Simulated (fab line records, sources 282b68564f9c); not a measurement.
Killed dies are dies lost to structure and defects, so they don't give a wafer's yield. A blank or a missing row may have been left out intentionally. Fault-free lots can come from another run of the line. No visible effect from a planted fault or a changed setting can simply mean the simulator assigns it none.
Which tool was responsible? -- flow rit_cmos -- 7 lots, 21 wafers sampled, at 2 steps of a route of 202

== WHAT THE GAUGES READ, wafer by wafer ==
RIT_GATE_THK_MEAS_09.
lot,measured,on,GATE_POLY_THK (nm)
L289,day 2 21:16,film_metro-04,256.1 256.3 255.9
L292,day 3 16:55,film_metro-04,254.6 258.2 254.6
L294,day 4 02:41,film_metro-01,249.0 248.0 250.0
L297,day 4 17:25,film_metro-04,254.7 253.8 257.6
L302,day 5 15:41,film_metro-02,222.8 223.6 220.9
L304,day 6 02:02,film_metro-01,222.5 224.9 223.4
L307,day 6 15:29,film_metro-02,249.4 250.4 249.9

== EACH LOT AND THE TOOL THAT RAN IT (in order: tool; ch and the chambers of the sampled wafers; start) ==
lot,RIT_GATE_CVD_08
L289,"lpcvd-01 ch 0, day 2 19:38"
L292,"lpcvd-02 ch 0, day 3 14:29"
L294,"lpcvd-01 ch 1, day 4 01:03"
L297,"lpcvd-02 ch 0, day 4 15:48"
L302,"lpcvd-01 ch 0, day 5 14:04"
L304,"lpcvd-01 ch 0, day 6 00:23"
L307,"lpcvd-02 ch 0, day 6 13:52"
- RIT_GATE_CVD_08: deposits poly-Si from SiH4, target thk 250 nm, time 2220 s.

== THE ANSWER, worked out from the rows above alone ==
Rule: usual is defined by the lots themselves. The widest of any qualifying gaps counts: lots, ordered by their means at a reading, are off when they make up no more than a third of the lots, leave a main group of 4 or more, and stand apart from it by 3 or more times the standard deviation of that group's means. Not used: any main group whose means are identical at the precision the tables above print for the reading. A lot without any number at a reading at which 4 lots or more have one is off too. The other lots that the step has rows for count as sound.
Off: L302, L304, seen at RIT_GATE_THK_MEAS_09 (GATE_POLY_THK). The main group has a mean of 253.2 nm with a standard deviation of 3.1.
If a tool, at a process step before that reading, ran all the lots that are off and no sound lot after the first of them, it fits. The gauges at RIT_GATE_THK_MEAS_09 are tried like those tools. One fits: RIT_GATE_CVD_08 on lpcvd-01. Its last sound lot is L294 (day 4 01:03), its first lot that is off L302 (day 5 14:04): a fault that began between those two fits.

== WHAT THE SIMULATOR HAD PUT IN ==
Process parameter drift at RIT_GATE_CVD_08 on lpcvd-01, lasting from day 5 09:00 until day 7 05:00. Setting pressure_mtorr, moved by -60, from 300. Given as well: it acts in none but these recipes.
Lots struck among those shown: L302, L304. Same finding as the rule above.
